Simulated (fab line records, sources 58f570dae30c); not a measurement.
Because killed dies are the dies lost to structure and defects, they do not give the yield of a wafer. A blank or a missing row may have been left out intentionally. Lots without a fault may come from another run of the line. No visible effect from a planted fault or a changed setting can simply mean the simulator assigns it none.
What tool caused it? || flow berkeley cmos170 || 39 wafers from 13 lots sampled at 4 of the route's 331 steps

## WHAT THE GAUGES SHOWED, per wafer
UCB170_M1_THK_MEAS_02: measures by xrf. Usual: M1_AL_THK gives 597 nm (standard deviation 6).
{"lot": "L160", "measured": "day 8 06:35", "on": "film metro-01", "M1_AL_THK (nm)": "590 584 589", "flag": ""}
{"lot": "L162", "measured": "day 9 09:48", "on": "film metro-04", "M1_AL_THK (nm)": "597 607 600", "flag": ""}
{"lot": "L161", "measured": "day 9 09:26", "on": "film metro-04", "M1_AL_THK (nm)": "587 593 588", "flag": ""}
{"lot": "L165", "measured": "day 9 18:31", "on": "film metro-04", "M1_AL_THK (nm)": "592 595 593", "flag": ""}
{"lot": "L166", "measured": "day 9 18:31", "on": "film metro-02", "M1_AL_THK (nm)": "594 590 596", "flag": ""}
{"lot": "L168", "measured": "day 10 06:22", "on": "film metro-04", "M1_AL_THK (nm)": "604 604 605", "flag": ""}
{"lot": "L167", "measured": "day 10 06:58", "on": "film metro-01", "M1_AL_THK (nm)": "597 600 606", "flag": ""}
{"lot": "L175", "measured": "day 11 18:38", "on": "film metro-01", "M1_AL_THK (nm)": "604 596 603", "flag": ""}
{"lot": "L173", "measured": "day 11 20:27", "on": "film metro-02", "M1_AL_THK (nm)": "588 591 584", "flag": ""}
{"lot": "L178", "measured": "day 12 13:59", "on": "film metro-02", "M1_AL_THK (nm)": "592 590 595", "flag": ""}
{"lot": "L181", "measured": "day 13 05:48", "on": "film metro-04", "M1_AL_THK (nm)": "596 591 597", "flag": ""}
{"lot": "L180", "measured": "day 13 05:33", "on": "film metro-04", "M1_AL_THK (nm)": "599 601 597", "flag": ""}
{"lot": "L182", "measured": "day 14 02:27", "on": "film metro-04", "M1_AL_THK (nm)": "604 604 604", "flag": ""}

## WHAT TOOL EACH LOT RAN ON (gives the tool, then ch and the chambers of the sampled wafers, and finally the start)
{"lot": "L160", "UCB170_BACKSIDE_STRIP_03": "plasma asher-04 ch 0,1, day 8 00:37", "UCB170_SILICIDE_SPUTTER_01": "pvd sputter-01, day 8 01:34", "UCB170_CONTACT_STRIP_19": "plasma asher-04 ch 0,1, day 8 05:58"}
{"lot": "L162", "UCB170_BACKSIDE_STRIP_03": "plasma asher-01 ch 0,1, day 8 23:47", "UCB170_SILICIDE_SPUTTER_01": "pvd sputter-02, day 9 00:54", "UCB170_CONTACT_STRIP_19": "plasma asher-04 ch 0,1, day 9 08:48"}
{"lot": "L161", "UCB170_BACKSIDE_STRIP_03": "plasma asher-03 ch 0,1, day 8 23:57", "UCB170_SILICIDE_SPUTTER_01": "pvd sputter-04, day 9 01:04", "UCB170_CONTACT_STRIP_19": "plasma asher-01 ch 0,1, day 9 08:34"}
{"lot": "L165", "UCB170_BACKSIDE_STRIP_03": "plasma asher-01 ch 0,1, day 9 09:52", "UCB170_SILICIDE_SPUTTER_01": "pvd sputter-04, day 9 10:49", "UCB170_CONTACT_STRIP_19": "plasma asher-04 ch 0,1, day 9 17:05"}
{"lot": "L166", "UCB170_BACKSIDE_STRIP_03": "plasma asher-04 ch 0,1, day 9 10:37", "UCB170_SILICIDE_SPUTTER_01": "pvd sputter-01, day 9 11:43", "UCB170_CONTACT_STRIP_19": "plasma asher-01 ch 0,1, day 9 17:14"}
{"lot": "L168", "UCB170_BACKSIDE_STRIP_03": "plasma asher-03 ch 0,1, day 10 00:30", "UCB170_SILICIDE_SPUTTER_01": "pvd sputter-04, day 10 01:26", "UCB170_CONTACT_STRIP_19": "plasma asher-02 ch 0,1, day 10 05:47"}
{"lot": "L167", "UCB170_BACKSIDE_STRIP_03": "plasma asher-03 ch 0,1, day 10 01:02", "UCB170_SILICIDE_SPUTTER_01": "pvd sputter-01, day 10 01:58", "UCB170_CONTACT_STRIP_19": "plasma asher-02 ch 0,1, day 10 06:24"}
{"lot": "L175", "UCB170_BACKSIDE_STRIP_03": "plasma asher-04 ch 0,1, day 11 12:49", "UCB170_SILICIDE_SPUTTER_01": "pvd sputter-02, day 11 13:46", "UCB170_CONTACT_STRIP_19": "plasma asher-01 ch 0,1, day 11 18:04"}
{"lot": "L173", "UCB170_BACKSIDE_STRIP_03": "plasma asher-01 ch 0,1, day 11 13:16", "UCB170_SILICIDE_SPUTTER_01": "pvd sputter-04, day 11 14:13", "UCB170_CONTACT_STRIP_19": "plasma asher-01 ch 0,1, day 11 19:52"}
{"lot": "L178", "UCB170_BACKSIDE_STRIP_03": "plasma asher-03 ch 0,1, day 12 05:08", "UCB170_SILICIDE_SPUTTER_01": "pvd sputter-04, day 12 06:04", "UCB170_CONTACT_STRIP_19": "plasma asher-01 ch 0,1, day 12 12:01"}
{"lot": "L181", "UCB170_BACKSIDE_STRIP_03": "plasma asher-03 ch 0,1, day 12 18:18", "UCB170_SILICIDE_SPUTTER_01": "pvd sputter-02, day 12 19:16", "UCB170_CONTACT_STRIP_19": "plasma asher-04 ch 0,1, day 13 05:13"}
{"lot": "L180", "UCB170_BACKSIDE_STRIP_03": "plasma asher-01 ch 0,1, day 12 18:20", "UCB170_SILICIDE_SPUTTER_01": "pvd sputter-01, day 12 19:16", "UCB170_CONTACT_STRIP_19": "plasma asher-01 ch 0,1, day 13 04:58"}
{"lot": "L182", "UCB170_BACKSIDE_STRIP_03": "plasma asher-01 ch 0,1, day 13 15:43", "UCB170_SILICIDE_SPUTTER_01": "pvd sputter-02, day 13 19:08", "UCB170_CONTACT_STRIP_19": "plasma asher-04 ch 0,1, day 14 01:50"}
- UCB170_BACKSIDE_STRIP_03: strips in O2.
- UCB170_SILICIDE_SPUTTER_01: material Ti, target thk 30 nm, time 25 s.
- UCB170_CONTACT_STRIP_19: strips in O2.

## AS READ BY THE TOOLS THEMSELVES (means over the sampled wafers that have a number; for cases with no such wafer, the mark the record gives instead)
UCB170_BACKSIDE_STRIP_03. Usual: drypump motor current A 6.23 A, standard deviation 0.23; oes product au 0.735 a.u., standard deviation 0.0041; strip time to endpoint s 21.93 s, standard deviation 0.063.
{"lot": "L160", "tool": "plasma asher-04", "drypump motor current A (A)": 6.15, "oes product au (a.u.)": 0.732, "strip time to endpoint s (s)": 21.92, "flag": ""}
{"lot": "L162", "tool": "plasma asher-01", "drypump motor current A (A)": 6.25, "oes product au (a.u.)": 0.738, "strip time to endpoint s (s)": 21.98, "flag": ""}
{"lot": "L161", "tool": "plasma asher-03", "drypump motor current A (A)": 6.31, "oes product au (a.u.)": 0.734, "strip time to endpoint s (s)": 21.95, "flag": ""}
{"lot": "L165", "tool": "plasma asher-01", "drypump motor current A (A)": 6.27, "oes product au (a.u.)": 0.737, "strip time to endpoint s (s)": 21.91, "flag": ""}
{"lot": "L166", "tool": "plasma asher-04", "drypump motor current A (A)": 6.27, "oes product au (a.u.)": 0.735, "strip time to endpoint s (s)": 21.94, "flag": ""}
{"lot": "L168", "tool": "plasma asher-03", "drypump motor current A (A)": 6.31, "oes product au (a.u.)": 0.735, "strip time to endpoint s (s)": 21.86, "flag": ""}
{"lot": "L167", "tool": "plasma asher-03", "drypump motor current A (A)": 6.10, "oes product au (a.u.)": 0.737, "strip time to endpoint s (s)": 21.96, "flag": ""}
{"lot": "L175", "tool": "plasma asher-04", "drypump motor current A (A)": 6.16, "oes product au (a.u.)": 0.735, "strip time to endpoint s (s)": 22.04, "flag": ""}
{"lot": "L173", "tool": "plasma asher-01", "drypump motor current A (A)": 6.26, "oes product au (a.u.)": 0.733, "strip time to endpoint s (s)": 21.95, "flag": ""}
{"lot": "L178", "tool": "plasma asher-03", "drypump motor current A (A)": 6.10, "oes product au (a.u.)": 0.738, "strip time to endpoint s (s)": 21.98, "flag": ""}
{"lot": "L181", "tool": "plasma asher-03", "drypump motor current A (A)": 6.10, "oes product au (a.u.)": 0.733, "strip time to endpoint s (s)": 21.83, "flag": ""}
{"lot": "L180", "tool": "plasma asher-01", "drypump motor current A (A)": 6.28, "oes product au (a.u.)": 0.734, "strip time to endpoint s (s)": 21.99, "flag": ""}
{"lot": "L182", "tool": "plasma asher-01", "drypump motor current A (A)": 6.28, "oes product au (a.u.)": 0.734, "strip time to endpoint s (s)": 21.83, "flag": ""}

UCB170_SILICIDE_SPUTTER_01. Usual: throttle valve pct 30.5 %, standard deviation 1.3.
{"lot": "L160", "tool": "pvd sputter-01", "throttle valve pct (%)": 31.4, "flag": ""}
{"lot": "L162", "tool": "pvd sputter-02", "throttle valve pct (%)": 29.9, "flag": ""}
{"lot": "L161", "tool": "pvd sputter-04", "throttle valve pct (%)": 29.3, "flag": ""}
{"lot": "L165", "tool": "pvd sputter-04", "throttle valve pct (%)": 30.0, "flag": ""}
{"lot": "L166", "tool": "pvd sputter-01", "throttle valve pct (%)": 31.2, "flag": ""}
{"lot": "L168", "tool": "pvd sputter-04", "throttle valve pct (%)": 29.1, "flag": ""}
{"lot": "L167", "tool": "pvd sputter-01", "throttle valve pct (%)": 31.9, "flag": ""}
{"lot": "L175", "tool": "pvd sputter-02", "throttle valve pct (%)": 30.0, "flag": ""}
{"lot": "L173", "tool": "pvd sputter-04", "throttle valve pct (%)": 30.0, "flag": ""}
{"lot": "L178", "tool": "pvd sputter-04", "throttle valve pct (%)": 28.7, "flag": ""}
{"lot": "L181", "tool": "pvd sputter-02", "throttle valve pct (%)": 29.9, "flag": ""}
{"lot": "L180", "tool": "pvd sputter-01", "throttle valve pct (%)": 30.8, "flag": ""}
{"lot": "L182", "tool": "pvd sputter-02", "throttle valve pct (%)": 30.6, "flag": ""}

UCB170_CONTACT_STRIP_19. Usual: drypump motor current A 6.17 A, standard deviation 0.21; oes product au 0.725 a.u., standard deviation 0.005.
{"lot": "L160", "tool": "plasma asher-04", "drypump motor current A (A)": 6.26, "oes product au (a.u.)": 0.721, "flag": ""}
{"lot": "L162", "tool": "plasma asher-04", "drypump motor current A (A)": 6.15, "oes product au (a.u.)": 0.724, "flag": ""}
{"lot": "L161", "tool": "plasma asher-01", "drypump motor current A (A)": 6.25, "oes product au (a.u.)": 0.729, "flag": ""}
{"lot": "L165", "tool": "plasma asher-04", "drypump motor current A (A)": 6.13, "oes product au (a.u.)": 0.725, "flag": ""}
{"lot": "L166", "tool": "plasma asher-01", "drypump motor current A (A)": 6.27, "oes product au (a.u.)": 0.729, "flag": ""}
{"lot": "L168", "tool": "plasma asher-02", "drypump motor current A (A)": 6.04, "oes product au (a.u.)": 0.723, "flag": ""}
{"lot": "L167", "tool": "plasma asher-02", "drypump motor current A (A)": 5.87, "oes product au (a.u.)": 0.723, "flag": ""}
{"lot": "L175", "tool": "plasma asher-01", "drypump motor current A (A)": 6.26, "oes product au (a.u.)": 0.725, "flag": ""}
{"lot": "L173", "tool": "plasma asher-01", "drypump motor current A (A)": 6.26, "oes product au (a.u.)": 0.723, "flag": ""}
{"lot": "L178", "tool": "plasma asher-01", "drypump motor current A (A)": 6.27, "oes product au (a.u.)": 0.724, "flag": ""}
{"lot": "L181", "tool": "plasma asher-04", "drypump motor current A (A)": 6.14, "oes product au (a.u.)": 0.722, "flag": ""}
{"lot": "L180", "tool": "plasma asher-01", "drypump motor current A (A)": 6.27, "oes product au (a.u.)": 0.725, "flag": ""}
{"lot": "L182", "tool": "plasma asher-04", "drypump motor current A (A)": 6.27, "oes product au (a.u.)": 0.726, "flag": ""}

## THE ANSWER, worked out from the rows above alone
Rule: a lot is off if the mean of its wafers that have a number lies more than 3 standard deviations from the usual mean. Also off: a lot with no number at a reading for which 4 or more lots have one. Any other lot the step has rows for is counted as sound. First the gauges in route order, then the tools' own readings, where a lot's mean is used as printed above. The first step at which some lot is off is used, and at that step the reading that is off furthest; a lot without a number counts as furthest.
No lot is off at any reading shown: from this, nothing can be told.

## WHAT THE SIMULATOR HAD PUT IN
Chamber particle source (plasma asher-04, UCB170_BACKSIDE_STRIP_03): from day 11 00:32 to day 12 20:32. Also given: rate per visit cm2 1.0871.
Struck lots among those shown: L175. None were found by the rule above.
